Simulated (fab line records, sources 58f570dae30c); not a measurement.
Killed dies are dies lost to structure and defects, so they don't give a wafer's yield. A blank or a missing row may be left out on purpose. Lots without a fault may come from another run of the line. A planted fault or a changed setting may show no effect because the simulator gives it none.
A struck lot beside a sound one | flow berkeley_cmos170 | 15 steps out of a route of 331
Sound: wafers L423.1, L423.4, L423.5. Struck: wafers L436.2, L436.3, L436.6. The cause comes at the end.
At each step with rows: each side's tool, then ch and its chambers, then its first start. Under that, the readings that differ: sound wafers | struck wafers | difference of the means | sigmas: that difference in standard deviations of wafers without a fault.
alike: readings whose means differ by less than 2 such deviations, and words and numbers that are the same on both sides. not compared: withheld readings, readings that some wafer has no value for, bounds like >300 that may hide the same value, and numbers for which the record gives no deviation and whose values overlap.
The two part at a step that has a row with sigmas, a row that says differs or no value, or rows on one side only. Numbers that don't overlap but have no deviation are shown without sigmas and don't part them. A reading that every wafer of one side lacks parts them only if that side has two wafers or more.

first, 6 steps without rows for these wafers: UCB170_PVT_HMDS_00 (prime time 60 s); UCB170_PVT_COAT_01 (resist thk 900 nm); UCB170_PVT_SOFTBAKE_02 (time 60 s); UCB170_PVT_EXPOSE_03 (exposes mask NWELL, target cd 3000 nm); UCB170_PVT_PEB_04; UCB170_PVT_DEVELOP_05 (develop time 45 s).
UCB170_PVT_OVL_MEAS_06:
  sound on overlay-02, day 6 18:33; struck on overlay-02, day 9 16:03
  alike: PVT_OVL
then, 1 step without rows for these wafers: UCB170_PVT_IMPLANT_07.
UCB170_PVT_STRIP_08: strips in O2.
  sound on plasma_asher-03 ch 0,1, day 6 18:44; struck on plasma_asher-04 ch 1, day 9 16:14
  alike: drypump_motor_current_A, oes_product_au, strip_time_to_endpoint_s
  not compared: rf_hours_counter_h
UCB170_PVT_TW_MEAS_09:
  sound on film_metro-03, day 6 18:50; struck on film_metro-02, day 9 16:20
  reading | sound       | struck      | difference | sigmas
  PVT_TW  | 503 502 500 | 511 513 511 | +10        | +3
then, 1 step without rows for these wafers: UCB170_GATE_WET_ETCH_00 (etches SiO2 in dHF, time 200 s).
UCB170_FIELD_THK_MEAS_91:
  sound on film_metro-03, day 6 18:59; struck on film_metro-03, day 9 16:28
  alike: FIELD_OXIDE_LEFT_2_THK
UCB170_GATE_OXIDATION_01: target thk 6.6 nm, ox time 1800 s.
  sound on furnace-01 ch 0, day 6 23:15; struck on furnace-01 ch 0, day 11 04:26
UCB170_GATE_THK_MEAS_02:
  sound on film_metro-03, day 7 00:45; struck on film_metro-03, day 11 05:56
  alike: GATE_OXIDE_THK
-- the record jumps here: 2 days lie between the struck wafers' starts before and after (it left off in module GATE and takes up again in module M3, whose first step shown is number 331 of the route) --
UCB170_M3_PROBE_99:
  sound on prober-01, day 9 03:20; struck on prober-02, day 13 08:39
  reading                             | sound             | struck | difference | sigmas
  model.etest.nmos_0p35.gate_bv_v (V) | 8.772 8.632 8.727 | 8.434  | -0.276     |
  model.etest.pmos_0p35.gate_bv_v (V) | 9.093 8.88 9.057  | 8.688  | -0.322     |
  model.etest.nmos_0p6.bv_v (V)       | 8.506 8.489 8.534 | 8.427  | -0.083     |
  model.etest.pmos_0p6.bv_v (V)       | 8.388 8.318 8.323 | 8.279  | -0.064     |
  model.etest.pmos_0p35.bv_v (V)      | 8.382 8.311 8.32  | 8.256  | -0.082     |
  not compared: model.etest.nmos_0p35.bv_v

WHERE THEY PART
Only at UCB170_PVT_TW_MEAS_09, within this record. Later steps at which nothing parts them and some readings are alike: UCB170_FIELD_THK_MEAS_91, UCB170_GATE_THK_MEAS_02.

WHY: what the simulator had put in
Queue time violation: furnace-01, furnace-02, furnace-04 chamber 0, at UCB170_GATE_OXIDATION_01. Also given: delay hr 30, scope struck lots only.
